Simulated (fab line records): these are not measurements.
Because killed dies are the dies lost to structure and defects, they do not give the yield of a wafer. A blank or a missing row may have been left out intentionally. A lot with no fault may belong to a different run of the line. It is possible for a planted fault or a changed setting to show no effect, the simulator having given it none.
fab line records	flow rit_cmos
record: lots: 15	wafers: 45	last_day: 7
route steps=202 shown NRETRO@62 PLDD@116 NSD@140 M1@202
lots with no fault: from the same line, run without faults
start_h: hours from the record's opening day to when the first of the lot's shown wafers began	wait_h: hours elapsed since this lot's preceding step	" unchanged from the row above	L1.1+2: a single row standing in for several wafers	- value missing, or start not given	* or withheld: withheld	< > ~ a bound
route shown NAME@n: names a module that has steps shown in the file, with the first one's number in the route	usual: mean/standard deviation taken from wafers without a fault	same: alike in all rows	chamber/n: place in a boat	sites: per-site readings	_std_site: standard deviation of those values	_edge_site: the outer-site mean with the inner-site mean subtracted	radius_mm: for every site, how far away it sits from the centre of the wafer	mask NAME#n: copy n	behind: tool/chamber where the wafer was last shaped	hold: cause of the lot's hold/its duration in hours/its outcome	device: transistor that didn't switch, given as n, p or np	end of line: the same wafers' tests at the end of the route	a step given without rows: its recipe and nothing more	killed: at the first sort, the dies lost to defects and structure; wafer yield is something else	map: a wafer's dies, x killed, . not, _ none there
set.NAME: the setting as run; set.NAME@STEP: as run at that earlier step	model.NAME: the simulator's own value behind a step, which no gauge read
route steps across a sampled set of lots; one table per step, one row per wafer
services: when a tool's chamber went out of use (start_h, in hours from the record's first day, below 0 if earlier), for how many hours, and the reason
== steps ==
step: RIT_NRETRO_STRIP_09
recipe: chemistry: O2	time_s: 180	resist: NOVOLAK	platen_temp_c: withheld	power_w: 500	pressure_mtorr: 4000	o2_flow_sccm: 4000
usual: drypump_motor_current_A: 5.8/0.44
same: time_s: 180
lot.wafer	tool	chamber	start_h	wait_h	drypump_motor_current_A	rf_hours_counter_h
L868.1	plasma_asher-02	0	30.90	0.1	6.5	43
L868.4	"	1	"	"	5.8	-
L868.5	"	1	"	"	5.8	-
L869.2	plasma_asher-02	0	37.27	0.1	6.6	43
L869.3	"	1	"	"	5.8	-
L869.6	"	0	"	"	6.5	-
L871.2	plasma_asher-02	1	45.23	0.1	5.8	44
L871.5	"	1	"	"	5.8	-
L871.6	"	0	"	"	6.5	-
L872.1	plasma_asher-03	1	49.35	0.1	5.6	31
L872.2	"	0	"	"	5.7	31
L872.5	"	0	"	"	5.7	-
L873.3	plasma_asher-01	1	54.78	0.1	4.9	-
L873.5	"	1	"	"	4.9	-
L873.6	"	0	"	"	5.8	-
L874.2	plasma_asher-02	0	62.77	0.1	6.5	47
L874.3	"	1	"	"	5.8	-
L874.5	"	1	"	"	5.8	-
L875.1	plasma_asher-01	1	65.73	0.1	4.9	46
L875.2	"	0	"	"	5.9	46
L875.5	"	1	"	"	5.0	-
L876.1	plasma_asher-01	0	73.70	0.1	5.9	47
L876.4	"	1	"	"	4.9	-
L876.5	"	1	"	"	4.9	-
L882.4	plasma_asher-03	1	101.85	0.1	5.6	-
L882.5	"	0	"	"	5.7	-
L882.6	"	1	"	"	5.6	-
L884.1	plasma_asher-03	0	114.51	0.1	5.7	37
L884.3	"	1	"	"	5.6	-
L884.6	"	0	"	"	5.7	-
L887.1	plasma_asher-01	1	125.58	0.1	4.9	53
L887.3	"	0	"	"	5.9	-
L887.6	"	1	"	"	4.9	-
L888.1	plasma_asher-02	0	132.09	0.1	6.6	2
L888.2	"	1	"	"	5.8	2
L888.6	"	0	"	"	6.5	-
L889.1	plasma_asher-02	1	135.72	0.1	5.8	2
L889.3	"	0	"	"	6.5	-
L889.5	"	0	"	"	6.5	-
L890.1	plasma_asher-02	1	140.41	0.1	5.8	3
L890.4	"	1	"	"	5.8	-
L890.5	"	0	"	"	6.6	-
L891.1	plasma_asher-03	1	144.13	0.1	5.6	41
L891.2	"	0	"	"	5.7	41
L891.6	"	0	"	"	5.7	-
step: RIT_PLDD_SOFTBAKE_02
recipe: resist: NOVOLAK	temp_c: 90	time_s: 60
usual: heater_power_total_W: 34.56/0.052	plate_temp_C: 90.02/0.14
same: time_s: 60
lot.wafer	tool	chamber	start_h	wait_h	heater_power_total_W	plate_temp_C
L868.1	litho_track-02	0	43.08	0.1	34.47	90.18
L868.4	"	0	"	"	34.58	90.30
L868.5	"	0	"	"	34.64	90.18
L869.2	litho_track-02	0	49.69	0.1	34.52	90.07
L869.3	"	0	"	"	34.58	90.34
L869.6	"	0	"	"	34.62	90.06
L871.2	litho_track-01	0	61.41	0.1	34.43	90.03
L871.5	"	0	"	"	34.59	90.08
L871.6	"	0	"	"	34.62	89.96
L872.1	litho_track-02	0	63.71	0.1	33.46	87.94
L872.2	"	0	"	"	33.48	88.08
L872.5	"	0	"	"	33.47	87.89
L873.3	litho_track-01	0	66.78	0.1	34.63	90.04
L873.5	"	0	"	"	34.62	90.01
L873.6	"	0	"	"	34.53	90.07
L874.2	litho_track-02	0	75.49	0.1	33.50	88.06
L874.3	"	0	"	"	33.51	88.31
L874.5	"	0	"	"	33.38	88.11
L875.1	litho_track-02	0	82.58	0.1	33.50	88.27
L875.2	"	0	"	"	33.49	87.96
L875.5	"	0	"	"	33.49	88.13
L876.1	litho_track-03	0	87.71	0.1	34.56	90.17
L876.4	"	0	"	"	34.60	90.02
L876.5	"	0	"	"	34.58	89.88
L882.4	litho_track-01	0	115.91	0.1	34.52	89.97
L882.5	"	0	"	"	34.57	90.21
L882.6	"	0	"	"	34.53	89.99
L884.1	litho_track-01	0	126.86	0.1	34.58	90.37
L884.3	"	0	"	"	34.60	90.08
L884.6	"	0	"	"	34.65	90.00
L887.1	litho_track-01	0	142.25	0.1	34.52	89.92
L887.3	"	0	"	"	34.55	89.96
L887.6	"	0	"	"	34.53	89.96
L888.1	litho_track-02	0	144.28	0.1	34.51	90.06
L888.2	"	0	"	"	34.59	90.11
L888.6	"	0	"	"	34.54	90.04
L889.1	litho_track-02	0	147.80	0.1	34.44	89.86
L889.3	"	0	"	"	34.62	89.87
L889.5	"	0	"	"	34.45	89.59
L890.1	litho_track-02	0	152.88	0.1	34.67	89.95
L890.4	"	0	"	"	34.59	89.91
L890.5	"	0	"	"	34.52	89.97
L891.1	litho_track-03	0	157.05	0.1	34.65	89.73
L891.2	"	0	"	"	34.46	89.87
L891.6	"	0	"	"	34.63	90.00
step: RIT_NSD_STRIP_09
recipe: chemistry: O2	time_s: 180	resist: NOVOLAK	platen_temp_c: withheld	power_w: 500	pressure_mtorr: 4000	o2_flow_sccm: 4000
usual: drypump_motor_current_A: 5.8/0.38
same: time_s: 180
lot.wafer	tool	chamber	start_h	wait_h	drypump_motor_current_A	rf_hours_counter_h
L868.1	plasma_asher-02	1	47.88	0.1	5.8	45
L868.4	"	0	"	"	6.5	-
L868.5	"	1	"	"	5.8	-
L869.2	plasma_asher-03	1	54.60	0.1	5.6	31
L869.3	"	1	"	"	5.6	-
L869.6	"	0	"	"	5.7	-
L871.2	plasma_asher-02	0	66.64	0.1	6.5	47
L871.5	"	1	"	"	5.8	-
L871.6	"	0	"	"	6.5	-
L872.1	plasma_asher-02	1	68.64	0.1	5.8	48
L872.2	"	0	"	"	6.5	48
L872.5	"	1	"	"	5.8	-
L873.3	plasma_asher-02	0	71.71	0.1	6.6	-
L873.5	"	1	"	"	5.8	-
L873.6	"	0	"	"	6.5	-
L874.2	plasma_asher-03	0	80.57	0.1	5.7	33
L874.3	"	0	"	"	5.7	-
L874.5	"	0	"	"	5.7	-
L875.1	plasma_asher-04	0	87.53	0.1	5.6	26
L875.2	"	1	"	"	5.4	26
L875.5	"	0	"	"	5.6	-
L876.1	plasma_asher-03	1	92.55	0.1	5.6	35
L876.4	"	0	"	"	5.7	-
L876.5	"	1	"	"	5.6	-
L882.4	plasma_asher-04	0	121.03	0.1	5.6	-
L882.5	"	0	"	"	5.6	-
L882.6	"	1	"	"	5.4	-
L884.1	plasma_asher-02	1	132.78	0.1	5.8	2
L884.3	"	1	"	"	5.8	-
L884.6	"	0	"	"	6.5	-
L887.1	plasma_asher-03	1	147.05	0.1	5.6	41
L887.3	"	1	"	"	5.6	-
L887.6	"	0	"	"	5.7	-
L888.1	plasma_asher-04	1	149.28	0.1	5.4	33
L888.2	"	0	"	"	5.6	33
L888.6	"	0	"	"	5.6	-
L889.1	plasma_asher-02	0	152.85	0.1	6.6	4
L889.3	"	0	"	"	6.5	-
L889.5	"	0	"	"	6.6	-
L890.1	plasma_asher-02	1	157.95	0.1	5.8	5
L890.4	"	1	"	"	5.8	-
L890.5	"	1	"	"	5.8	-
L891.1	plasma_asher-04	1	162.26	0.1	5.4	34
L891.2	"	0	"	"	5.6	34
L891.6	"	1	"	"	5.4	-
step: RIT_NSD_TW_MEAS_10
usual: NSD_TW: 3114/26
lot.wafer	tool	chamber	start_h	wait_h	NSD_TW
L868.1	film_metro-01	-	48.05	0.1	3116
L868.4	"	-	"	"	3153
L868.5	"	-	"	"	3128
L869.2	film_metro-01	-	54.79	0.1	3138
L869.3	"	-	"	"	3126
L869.6	"	-	"	"	3132
L871.2	film_metro-01	-	66.83	0.1	3138
L871.5	"	-	"	"	3137
L871.6	"	-	"	"	3146
L872.1	film_metro-04	-	68.81	0.1	3122
L872.2	"	-	"	"	3117
L872.5	"	-	"	"	3109
L873.3	film_metro-04	-	71.85	0.1	3114
L873.5	"	-	"	"	3126
L873.6	"	-	"	"	3121
L874.2	film_metro-03	-	80.75	0.1	3081
L874.3	"	-	"	"	3082
L874.5	"	-	"	"	3081
L875.1	film_metro-03	-	87.70	0.1	3066
L875.2	"	-	"	"	3062
L875.5	"	-	"	"	3078
L876.1	film_metro-03	-	92.72	0.1	3100
L876.4	"	-	"	"	3084
L876.5	"	-	"	"	3101
L882.4	film_metro-03	-	121.18	0.1	3076
L882.5	"	-	"	"	3089
L882.6	"	-	"	"	3088
L884.1	film_metro-03	-	132.96	0.1	3097
L884.3	"	-	"	"	3090
L884.6	"	-	"	"	3082
L887.1	film_metro-01	-	147.22	0.1	3155
L887.3	"	-	"	"	3156
L887.6	"	-	"	"	3173
L888.1	film_metro-04	-	149.45	0.1	3104
L888.2	"	-	"	"	3104
L888.6	"	-	"	"	3097
L889.1	film_metro-03	-	153.03	0.1	3102
L889.3	"	-	"	"	3093
L889.5	"	-	"	"	3115
L890.1	film_metro-03	-	158.13	0.1	3100
L890.4	"	-	"	"	3095
L890.5	"	-	"	"	3080
L891.1	film_metro-01	-	162.44	0.1	3142
L891.2	"	-	"	"	3168
L891.6	"	-	"	"	3149
step: RIT_M1_PROBE_99
usual: killed_at_contacts: 0.1/0.29	killed_at_front_end: 7/3	killed_dies: 7/3	killed_open: 3.2/2	killed_short: 3.5/2.1
same: gross_dies: 264	killed_at_M0_to_M3: 0	killed_at_M4_up: 0	killed_at_back_side: 0	killed_at_other: 0
lot.wafer	tool	chamber	start_h	wait_h	killed_at_contacts	killed_at_front_end	killed_dies	killed_open	killed_short
L882.4	prober-02	-	130.71	0.2	0	8	8	7	1
L882.5	prober-02	-	130.76	0.2	0	6	6	3	3
L882.6	prober-02	-	130.81	0.2	0	5	5	4	1
L884.1	prober-02	-	143.71	0.1	0	11	11	7	4
L884.3	prober-02	-	143.81	0.2	0	9	9	3	6
L884.6	prober-02	-	143.96	0.2	0	8	8	6	2
L888.1	prober-02	-	161.49	0.1	0	7	7	3	4
L888.2	prober-02	-	161.54	0.1	0	7	7	4	3
L888.6	prober-02	-	161.74	0.2	1	4	5	0	5
L890.1	prober-02	-	167.41	0.1	0	3	3	3	0
L890.4	prober-02	-	167.56	0.2	0	2	2	2	0
L890.5	prober-02	-	167.61	0.2	0	2	2	2	0
killed by level:class
L882.4 SILICIDE:geometric_particle:open=3 GATE:geometric_particle:open=2 GATE:geometric_particle:short=1 REOX:geometric_particle:open=1 SPACER:geometric_particle:open=1
L882.5 GATE:geometric_particle:open=3 GATE:geometric_particle:short=2 REOX:geometric_particle:short=1
L882.6 SILICIDE:geometric_particle:open=2 FOX2:geometric_particle:short=1 FOX2:geometric_particle:open=1 GATE:geometric_particle:open=1
L884.1 GATE:geometric_particle:open=3 GATE:geometric_particle:short=2 FOX1:geometric_particle:short=1 FOX1:geometric_particle:open=1 FOX2:geometric_particle:open=1 SPACER:geometric_particle:short=1 SPACER:geometric_particle:open=1 SILICIDE:geometric_particle:open=1
L884.3 GATE:geometric_particle:short=3 REOX:geometric_particle:open=2 FOX2:geometric_particle:open=1 FOX2:geometric_particle:short=1 REOX:geometric_particle:short=1 SPACER:geometric_particle:short=1
L884.6 FOX1:geometric_particle:open=2 GATE:geometric_particle:open=2 GATE:geometric_particle:short=2 REOX:geometric_particle:open=1 SILICIDE:geometric_particle:open=1
L888.1 SILICIDE:geometric_particle:short=2 GATE:geometric_particle:open=1 REOX:geometric_particle:open=1 REOX:geometric_particle:short=1 SPACER:geometric_particle:short=1 SILICIDE:geometric_particle:open=1
L888.2 GATE:geometric_particle:short=2 REOX:geometric_particle:open=2 GATE:geometric_particle:open=1 SPACER:geometric_particle:open=1 SPACER:geometric_particle:short=1
L888.6 GATE:geometric_particle:short=2 REOX:geometric_particle:short=2 CONTACT:geometric_particle:short=1
L890.1 GATE:geometric_particle:open=3
L890.4 GATE:geometric_particle:open=1 REOX:geometric_particle:open=1
L890.5 FOX1:geometric_particle:open=1 GATE:geometric_particle:open=1
== services ==
tool	chamber	start_h	hours	kind
plasma_asher-04	-	28.62	1.2	repair
plasma_asher-01	-	29.62	2.8	pm
plasma_asher-04	-	53.58	5.2	repair
plasma_asher-03	-	56.99	10.5	repair
plasma_asher-04	-	67.21	15.6	pm
plasma_asher-04	-	96.40	2.3	repair
plasma_asher-02	-	108.75	9.0	pm
plasma_asher-02	0	108.75	9.0	vent_cycle
plasma_asher-02	1	108.75	9.0	vent_cycle
plasma_asher-02	0	117.75	-	clean
plasma_asher-02	1	117.75	-	clean
plasma_asher-01	-	129.00	5.6	repair
plasma_asher-01	-	154.90	2.6	repair
== key ==
first_sign: step: RIT_PLDD_SOFTBAKE_02	reading: heater_power_total_W	direction: down	sigmas: 21	usual: 34.56	struck: 33.48
effect: step: RIT_PLDD_SOFTBAKE_02	reading: plate_temp_C	direction: down	sigmas: 14	usual: *	struck: *
met_at RIT_PLDD_SOFTBAKE_02
struck_lots L872,L874,L875
tester_left_out L872,L874,L875
not_acting_at RIT_NRETRO_STRIP_09,RIT_NSD_STRIP_09,RIT_NSD_TW_MEAS_10
onset_between 49.69 63.71
fault: kind: process_parameter_drift	tool: litho_track-02	chamber: -	onset_h: 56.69	steps: RIT_PLDD_SOFTBAKE_02	channel: temp_c	offset: *	shape: step	end_h: 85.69	acts_in: *	stated: *
tester_left_out: of these lots the tester's yield and bins aren't shown, on N5 and GAA mostly nor the transistor test; their killed dies are dies lost to structure and defects alone, not to doping, threshold or leakage, so they don't give the yield
